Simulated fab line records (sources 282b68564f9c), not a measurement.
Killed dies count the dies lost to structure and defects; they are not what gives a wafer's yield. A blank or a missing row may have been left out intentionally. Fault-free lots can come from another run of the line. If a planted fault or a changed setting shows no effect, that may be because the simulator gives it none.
A lot that was struck, set against a sound lot    flow rit cmos    26 steps out of a route of 202
Sound: these wafers, L763.3, L763.4, L763.6. Wafers L773.1, L773.2, L773.4 were the ones struck. Last of all comes the cause.
For every step that has rows: the tool of each side, followed by ch and its chambers, followed by its first start. Under that, the readings that differ: sound wafers    struck wafers    difference of the means    sigmas: that difference in standard deviations of wafers without a fault.
alike: readings whose means differ by less than 2 such deviations, and words and numbers that are the same on both sides. not compared: withheld readings, readings that some wafer has no value for, bounds like >300 that may hide the same value, and numbers for which the record gives no deviation and whose values overlap.
Wherever a step has rows on one side only, a row that says differs or no value, or a row with sigmas, the two part there. Numbers that have no deviation but don't overlap get no sigmas and don't part them. Lack of a reading on every wafer of one side parts them only where that side has two or more wafers.

first, 2 steps without rows for these wafers: RIT_REOX_CLEAN_02 (cleans in SC2, time 600 s); RIT_REOX_OXIDATION_03 (target thk 25.2 nm, ox time 5580 s).
RIT_REOX_THK_MEAS_04:
  struck on film metro-01, day 5 20:16; sound on film metro-01, day 4 00:16
  alike: REOX_OXIDE_THK
then, 6 steps without rows for these wafers: RIT_NLDD_HMDS_00 (prime time 60 s); RIT_NLDD_COAT_01 (resist thk 1000 nm); RIT_NLDD_SOFTBAKE_02 (time 60 s); RIT_NLDD_EXPOSE_03 (exposes mask M7, target cd 40700 nm); RIT_NLDD_PEB_04; RIT_NLDD_DEVELOP_05 (develop time 50 s).
RIT_NLDD_OVL_MEAS_06:
  struck on overlay-01, day 5 21:19; sound on overlay-02, day 4 01:11
  alike: NLDD_OVL
then, 2 steps without rows for these wafers: RIT_NLDD_HARDBAKE_07 (time 60 s); RIT_NLDD_IMPLANT_08.
RIT_NLDD_STRIP_09: strips in O2, time 180 s.
  sound on plasma asher-01 ch 0,1, day 4 01:34; struck on plasma asher-03 ch 0,1, day 5 21:38
  no value came back on the struck wafers for chamber pressure mTorr (mTorr), drypump motor current A (A); on the sound wafers chamber pressure mTorr (mTorr) reads 4004 3998 4007
reading                                    sound  struck             difference  sigmas
model.NOVOLAK_of_NLDD_COAT_01.thk nm (nm)  0 0 0  884.5 882.4 880.3  +882.4      
  not compared: rf hours counter h
RIT_NLDD_TW_MEAS_10:
  struck on film metro-04, day 5 21:49; sound on film metro-04, day 4 01:42
  alike: NLDD_TW
then, 6 steps without rows for these wafers: RIT_PLDD_HMDS_00 (prime time 60 s); RIT_PLDD_COAT_01 (resist thk 1000 nm); RIT_PLDD_SOFTBAKE_02 (time 60 s); RIT_PLDD_EXPOSE_03 (exposes mask M8, target cd 40900 nm); RIT_PLDD_PEB_04; RIT_PLDD_DEVELOP_05 (develop time 50 s).
RIT_PLDD_OVL_MEAS_06:
  struck on overlay-02, day 5 22:44; sound on overlay-02, day 4 02:43
  alike: PLDD_OVL
then, 2 steps without rows for these wafers: RIT_PLDD_HARDBAKE_07 (time 60 s); RIT_PLDD_IMPLANT_08.
RIT_PLDD_STRIP_09: strips in O2, time 180 s.
  sound on plasma asher-01 ch 0,1, day 4 03:07; struck on plasma asher-02 ch 0,1, day 5 23:04
  alike: chamber pressure mTorr, drypump motor current A
  not compared: rf hours counter h
RIT_PLDD_TW_MEAS_10:
  struck on film metro-01, day 5 23:14; sound on film metro-01, day 4 03:14
reading  sound           struck    difference  sigmas
PLDD_TW  2366 2362 2366  30 30 30  -2335       -99 or more
then, 1 step without rows for these wafers: RIT_SPACER_CLEAN_00 (cleans in SC1, time 600 s).

## WHERE THEY PART
Earliest at RIT_NLDD_STRIP_09; latest, in this record, at RIT_PLDD_TW_MEAS_10.

WHY: what had been put in by the simulator
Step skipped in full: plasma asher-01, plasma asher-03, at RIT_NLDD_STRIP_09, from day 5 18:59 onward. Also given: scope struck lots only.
